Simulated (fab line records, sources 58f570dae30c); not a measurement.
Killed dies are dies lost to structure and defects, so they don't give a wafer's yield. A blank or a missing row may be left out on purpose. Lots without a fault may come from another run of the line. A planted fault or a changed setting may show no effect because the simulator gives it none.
Which tool did it? | flow berkeley_cmos170 | 14 lots, 42 wafers sampled, at 4 steps of a route of 331

WHAT THE GAUGES READ, wafer by wafer
UCB170_PWELL_OVL_MEAS_13. Usual: PWELL_OVL -2 nm, standard deviation 6.2.
lot  | measured    | on         | PWELL_OVL (nm) | flag
L267 | day 3 04:42 | overlay-02 | -1 -6 5        |
L269 | day 3 13:43 | overlay-01 | 4 2 12         |
L271 | day 3 22:01 | overlay-01 | -13 -9 -4      |
L273 | day 4 16:11 | overlay-02 | 3 2 5          |
L274 | day 4 20:46 | overlay-01 | 2 7 12         |
L276 | day 5 01:45 | overlay-02 | 1 -1 -4        |
L277 | day 5 02:27 | overlay-02 | 2 3 9          |
L278 | day 5 13:38 | overlay-02 | -14 -14 -2     |
L279 | day 5 13:53 | overlay-01 | -1 8 1         |
L281 | day 6 05:52 | overlay-01 | -8 -5 -7       |
L284 | day 7 02:01 | overlay-02 | -12 -16 -10    |
L286 | day 7 10:53 | overlay-02 | -8 -7 -7       |
L287 | day 7 11:32 | overlay-01 | 6 -2 1         |
L289 | day 8 02:56 | overlay-02 | 2 0 0          |

UCB170_ACTIVE_THK_MEAS_03. Usual: ACTIVE_OXIDE_THK 26.6 nm, standard deviation 0.54.
lot  | measured    | on            | ACTIVE_OXIDE_THK (nm) | flag
L267 | day 3 21:09 | film_metro-02 | 26.4 26.6 27.0        |
L269 | day 4 06:29 | film_metro-02 | 26.2 26.6 27.0        |
L271 | day 4 14:01 | film_metro-01 | 26.5 27.2 27.2        |
L273 | day 5 12:36 | film_metro-02 | 26.6 26.4 26.4        |
L274 | day 5 20:44 | film_metro-01 | 27.5 27.1 27.1        |
L276 | day 5 20:44 | film_metro-04 | 26.8 26.3 26.6        |
L277 | day 5 20:42 | film_metro-02 | 27.1 27.0 26.8        |
L278 | day 6 10:34 | film_metro-02 | 26.5 26.6 25.9        |
L279 | day 6 10:34 | film_metro-01 | 26.7 27.1 26.5        |
L281 | day 7 02:55 | film_metro-02 | 26.1 25.9 26.2        |
L284 | day 8 05:26 | film_metro-02 | 26.5 26.5 26.3        |
L289 | day 9 00:40 | film_metro-04 | 25.9 25.6 25.7        |

WHICH TOOL RAN EACH LOT (tool, then ch and the chambers of the sampled wafers, then the start)
lot  | UCB170_PWELL_ETCH_14              | UCB170_PWELL_STRIP_16
L267 | rie_diel-03 ch 1,3, day 3 04:44   | plasma_asher-01 ch 0,1, day 3 04:59
L269 | rie_diel-01 ch 0,1,2, day 3 13:45 | plasma_asher-01 ch 0,1, day 3 14:00
L271 | rie_diel-03 ch 0,1,3, day 3 22:02 | plasma_asher-03 ch 0,1, day 3 22:19
L273 | rie_diel-03 ch 0,1,2, day 4 16:13 | plasma_asher-03 ch 0,1, day 4 16:28
L274 | rie_diel-01 ch 0,1,2, day 4 20:48 | plasma_asher-01 ch 0,1, day 4 21:03
L276 | rie_diel-04 ch 0,1,3, day 5 01:46 | plasma_asher-02 ch 0,1, day 5 02:04
L277 | rie_diel-03 ch 0,1,3, day 5 02:29 | plasma_asher-03 ch 0, day 5 02:44
L278 | rie_diel-01 ch 0,1,3, day 5 13:40 | plasma_asher-03 ch 1, day 5 13:55
L279 | rie_diel-03 ch 0,3, day 5 13:55   | plasma_asher-01 ch 0,1, day 5 14:10
L281 | rie_diel-03 ch 2,3, day 6 05:54   | plasma_asher-03 ch 0, day 6 06:09
L284 | rie_diel-04 ch 1,2, day 7 02:03   | plasma_asher-01 ch 0,1, day 7 02:18
L286 | rie_diel-03 ch 0,1,2, day 7 10:55 | plasma_asher-03 ch 0,1, day 7 11:10
L287 | rie_diel-04 ch 1,2,3, day 7 11:34 | plasma_asher-02 ch 0,1, day 7 11:49
L289 | rie_diel-01 ch 1,3, day 8 02:58   | plasma_asher-01 ch 0,1, day 8 03:13
- UCB170_PWELL_ETCH_14: etches Si3N4 in CH3F/Ar/O2, stops on SiO2, target depth 242 nm, time 151 s.
- UCB170_PWELL_STRIP_16: strips in O2.

WHAT THE TOOLS THEMSELVES READ (means of the sampled wafers that have a number; where no wafer has one, the mark that the record gives instead)
UCB170_PWELL_ETCH_14. Usual: CH3F_flow_sccm 20.00 sccm, standard deviation 0.051; O2_flow_sccm 7.004 sccm, standard deviation 0.023; drypump_motor_current_A 5.9 A, standard deviation 0.39; oes_product_au 0.950 a.u., standard deviation 0.017; throttle_valve_pct 8.09 %, standard deviation 0.13.
lot  | tool        | CH3F_flow_sccm (sccm) | O2_flow_sccm (sccm) | drypump_motor_current_A (A) | oes_product_au (a.u.) | throttle_valve_pct (%) | flag
L267 | rie_diel-03 | 20.05                 | 7.010               | 5.5                         | 0.948                 | 8.10                   |
L269 | rie_diel-01 | 20.00                 | 6.998               | 6.0                         | 0.941                 | 8.04                   |
L271 | rie_diel-03 | 20.04                 | 7.024               | 5.8                         | 0.958                 | 8.17                   |
L273 | rie_diel-03 | 19.99                 | 7.030               | 6.1                         | 0.946                 | 8.10                   |
L274 | rie_diel-01 | 20.00                 | 7.013               | 6.0                         | 0.944                 | 8.03                   |
L276 | rie_diel-04 | 20.04                 | 6.997               | 5.8                         | 0.970                 | 8.16                   |
L277 | rie_diel-03 | 20.02                 | 7.001               | 5.8                         | 0.959                 | 8.17                   |
L278 | rie_diel-01 | 20.00                 | 7.025               | 5.7                         | 0.945                 | 8.06                   |
L279 | rie_diel-03 | 19.96                 | 6.987               | 6.1                         | 0.948                 | 8.24                   |
L281 | rie_diel-03 | 19.97                 | 7.023               | 6.1                         | 0.952                 | 8.06                   |
L284 | rie_diel-04 | 19.98                 | 7.012               | 6.1                         | 0.967                 | 8.12                   |
L286 | rie_diel-03 | -                     | -                   | -                           | -                     | -                      | OFF
L287 | rie_diel-04 | -                     | -                   | -                           | -                     | -                      | OFF
L289 | rie_diel-01 | 19.97                 | 7.012               | 5.5                         | 0.934                 | 8.06                   |

UCB170_PWELL_STRIP_16. Usual: drypump_motor_current_A 5.7 A, standard deviation 0.6; oes_product_au 0.721 a.u., standard deviation 0.0043; strip_time_to_endpoint_s 18.05 s, standard deviation 0.095.
lot  | tool            | drypump_motor_current_A (A) | oes_product_au (a.u.) | strip_time_to_endpoint_s (s) | flag
L267 | plasma_asher-01 | 5.2                         | 0.720                 | 18.26                        |
L269 | plasma_asher-01 | 5.2                         | 0.719                 | 18.07                        |
L271 | plasma_asher-03 | 6.0                         | 0.721                 | 18.07                        |
L273 | plasma_asher-03 | 5.5                         | 0.724                 | 18.00                        |
L274 | plasma_asher-01 | 5.4                         | 0.721                 | 18.04                        |
L276 | plasma_asher-02 | 6.0                         | 0.724                 | 18.02                        |
L277 | plasma_asher-03 | 6.5                         | 0.724                 | 18.02                        |
L278 | plasma_asher-03 | 5.0                         | 0.720                 | 18.00                        |
L279 | plasma_asher-01 | 5.2                         | 0.722                 | 18.11                        |
L281 | plasma_asher-03 | 6.5                         | 0.722                 | 18.08                        |
L284 | plasma_asher-01 | 5.4                         | 0.725                 | 18.07                        |
L286 | plasma_asher-03 | 6.0                         | 0.732                 | 21.61                        | OFF
L287 | plasma_asher-02 | 6.0                         | 0.736                 | 21.68                        | OFF
L289 | plasma_asher-01 | 5.4                         | 0.724                 | 18.05                        |

THE ANSWER, worked out from the rows above alone
Rule: a lot is off if the mean of its wafers that have a number lies more than 3 standard deviations from the usual mean. A lot without any number at a reading at which 4 lots or more have one is off too. The other lots that the step has rows for count as sound. The gauges are gone through in route order, then the tools' own readings, and for those a lot's mean is taken as printed above. The first step at which some lot is off is used, and at that step the reading that is off furthest; a lot without a number counts as furthest.
Off: L286, L287, at UCB170_PWELL_ETCH_14 (CH3F_flow_sccm). Without a number there: L286, L287.
A tool fits if, at that step or a process step before it, it ran every lot that is off, and no sound lot after the first of them. None of those tried fits.

WHAT THE SIMULATOR HAD PUT IN
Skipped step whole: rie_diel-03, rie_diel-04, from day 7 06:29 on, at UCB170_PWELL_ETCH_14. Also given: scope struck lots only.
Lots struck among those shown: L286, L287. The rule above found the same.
